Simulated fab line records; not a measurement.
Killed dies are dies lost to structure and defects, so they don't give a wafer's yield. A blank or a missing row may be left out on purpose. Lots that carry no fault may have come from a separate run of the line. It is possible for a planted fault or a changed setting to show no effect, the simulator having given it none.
Split-lot trial	flow rit-cmos	route with 202 steps; 5 lots, 23 wafers read

THE SPLIT ITSELF
At RIT_GATE_CVD_08 (deposits poly-Si from SiH4, target thk 250 nm, time 2220 s), the setting pressure-mtorr was moved away from the recipe's 300 mTorr on 10 of the 23 wafers read, by -6.2% to +9.6%. The other wafers ran this setting at the recipe's value.

There is no step in the file separating the split from the reading.

THE READING
Values of GATE_POLY_THK in nm from RIT_GATE_THK_MEAS_09. A value of 249.8 nm with a standard deviation of 2.2 nm is what fault-free wafers of this fab line usually give.

wafer	tool, chamber at the split	pressure-mtorr as run, mTorr	against the recipe	GATE_POLY_THK, nm	against lot-mates on the recipe
L074.1	-, -	300	recipe	251.2	-
L074.2	-, -	300	recipe	251.0	-
L074.4	-, -	300	recipe	250.0	-
L074.5	-, -	300	recipe	250.9	-
L074.6	-, -	300	recipe	252.2	-
L075.1	-, -	281.5	-6.2%	238.2	no lot-mate on the recipe
L075.2	-, -	281.5	-6.2%	240.6	no lot-mate on the recipe
L075.3	-, -	281.5	-6.2%	237.4	no lot-mate on the recipe
L075.4	-, -	281.5	-6.2%	238.1	no lot-mate on the recipe
L075.6	-, -	281.5	-6.2%	238.1	no lot-mate on the recipe
L080.4	lpcvd-02, 1	300	recipe	250.6	-
L080.5	lpcvd-02, 1	300	recipe	250.8	-
L080.6	lpcvd-02, 1	300	recipe	249.2	-
L081.1	-, -	328.7	+9.6%	261.5	no lot-mate on the recipe
L081.2	-, -	328.7	+9.6%	260.6	no lot-mate on the recipe
L081.3	-, -	328.7	+9.6%	260.0	no lot-mate on the recipe
L081.4	-, -	328.7	+9.6%	260.0	no lot-mate on the recipe
L081.5	-, -	328.7	+9.6%	261.9	no lot-mate on the recipe
L085.1	-, -	300	recipe	246.0	-
L085.2	-, -	300	recipe	248.0	-
L085.3	-, -	300	recipe	247.8	-
L085.5	-, -	300	recipe	248.6	-
L085.6	-, -	300	recipe	249.3	-

FIT RESULTS
A straight line over all 23 wafers: GATE_POLY_THK changes by +1.38 nm for each +1% of pressure-mtorr; r = +0.97; the points scatter about the line by 1.9 nm.
Too few moved wafers with a lot-mate on the recipe to fit a line net of each lot's own level.

THE WHOLE CHAIN: every reading that the file lists as answering this split, in the file's order
step	what it does	reading	change (the file's fit)	r (the file's)
RIT_GATE_CVD_08	deposits poly-Si from SiH4, target thk 250 nm, time 2220 s	poly-Si_of_GATE_CVD_08.thk-nm (the simulator's own value, which no gauge read)	+1.38 nm for each +1% of the setting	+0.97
RIT_GATE_THK_MEAS_09		GATE_POLY_THK	+1.38 for each +1% of the setting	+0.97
RIT_GATE_ETCH_19	etches poly-Si in SF6/CHF3/O2, stops on SiO2, time 165 s, target depth 312.5 nm	etch.depth-nm (the simulator's own value, which no gauge read)	+1.38 nm for each +1% of the setting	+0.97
RIT_GATE_ETCH_19	etches poly-Si in SF6/CHF3/O2, stops on SiO2, time 165 s, target depth 312.5 nm	GATE.feature-depth-nm (the simulator's own value, which no gauge read)	+1.38 nm for each +1% of the setting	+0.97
RIT_REOX_OXIDATION_03	target thk 25.2 nm, ox time 5580 s	poly-Si_of_GATE_CVD_08.thk-nm (the simulator's own value, which no gauge read)	+1.34 nm for each +1% of the setting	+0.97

THE FILE'S OWN FIT
GATE_POLY_THK changes by +1.38 nm for each +1% of pressure-mtorr, r = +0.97.
